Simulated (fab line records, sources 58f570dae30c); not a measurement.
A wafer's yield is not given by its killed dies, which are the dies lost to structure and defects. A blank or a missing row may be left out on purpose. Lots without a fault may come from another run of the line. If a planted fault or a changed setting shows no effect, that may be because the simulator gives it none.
Problem report in the 8D (eight disciplines) form, filled by code    flow berkeley-cmos170    the parts of the form that need people (team, actions taken, sign-off) are left out

## 1. PROBLEM STATEMENT
Across 3 wafers from 2 lots, SILICIDE_TI_RS at UCB170_SILICIDE_RS_MEAS_02 averages 41.82 ohm/sq, while fault-free wafers read 26.14 ohm/sq with a standard deviation of 0.21. Measured from the usual mean, that is +75 standard deviations.
The step: measures by four-point-probe.
Earliest sighting: wafer L241.4 on film-metro-03 at day 10 08:52. Wafers with a number at this step in the record: 42, from 14 lots. Rule for "out", or "out of limits": more than 4 standard deviations from the usual mean. The rest of the wafers with a number are treated as sound.

## 2. WHAT IT IS, AND WHAT IT ISN'T
question                     is                            is not
which readings at this step  SILICIDE_TI_RS                -
which lots                   L241, L246                    L231, L233, L234, L235, L236, L237, L238, L245, L248, L250, L251, L253
which wafers of those lots   L241.4, L241.6, L246.4        L241.3, L246.5, L246.6
read on which gauges         film-metro-03, film-metro-04  film-metro-02
when                         from day 10 08:52             up to then (22 sound wafers); but 17 sound wafers of L245, L246, L248, L250, L251, L253 came after

## 3. THE SUSPECTS, EACH WITH WHAT RULES IT OUT
Counting: if a tool at a process step up to the reading ran every lot that is out, it stays a suspect. Sound lots after the first of them don't rule it out here, since some wafers of a struck lot are sound.
- the gauge at UCB170_SILICIDE_RS_MEAS_02 is ruled out. The wafers that are out were read on 2 gauges (film-metro-03, film-metro-04).
- plasma-asher-03 at UCB170_NLDD_STRIP_10 (strips in O2): kept. It processed each lot that is out (first: L241, day 9 18:20); up to then, its last sound lot is L237 (day 8 10:41).
- pvd-sputter-03 at UCB170_SILICIDE_SPUTTER_01 (material Ti, target thk 30 nm, time 25 s): kept. It processed each lot that is out (first: L241, day 10 08:45); up to then, its last sound lot is L238 (day 9 17:47).
Remaining after the count are plasma-asher-03 at UCB170_NLDD_STRIP_10 and pvd-sputter-03 at UCB170_SILICIDE_SPUTTER_01.

## 4. THE CAUSE (what the simulator had put in)
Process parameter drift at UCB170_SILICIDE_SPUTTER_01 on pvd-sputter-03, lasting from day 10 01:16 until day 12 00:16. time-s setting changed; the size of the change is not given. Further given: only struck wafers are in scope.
Of the 2 suspects that counting leaves, this tool is one.

## 5. SEQUENCE OF EFFECTS, ordered by route
Each row: a reading whose mean over the struck wafers that have a number lies more than 3 standard deviations from the usual. Only readings whose record carries a usual standard deviation are examined. hours: median over the lots of the time between each lot's start at the first step of this table that gives one and its start at this step. sigmas: the change, counted in usual standard deviations.
hours  step                         reading          usual         on struck wafers  change  sigmas
0      UCB170_SILICIDE_RS_MEAS_02   SILICIDE_TI_RS   26.14 ohm/sq  41.82             +15.68  +75
0      UCB170_SILICIDE_THK_MEAS_03  SILICIDE_TI_THK  30.09 nm      20.37             -9.72   -40
Later steps that measure or inspect, where all struck wafers having a row at the step show a number for every such reading and not one has moved that far: UCB170_M1_THK_MEAS_02.

## 6. WHAT WOULD HAVE CAUGHT IT SOONER
Counted from the fault's start at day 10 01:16, it took 8 hours until the first out-of-limits reading at a measuring or inspecting step in this record, taken at day 10 08:52.
Tool readings at UCB170_SILICIDE_SPUTTER_01 with a usual standard deviation given in the record: none out on any struck wafer, hence no alarm at a limit of 4 standard deviations on them.
Lots out: 2; of these, L246 started UCB170_SILICIDE_SPUTTER_01 on pvd-sputter-03 after day 10 08:52. Putting the tool on hold at that point would have spared it.
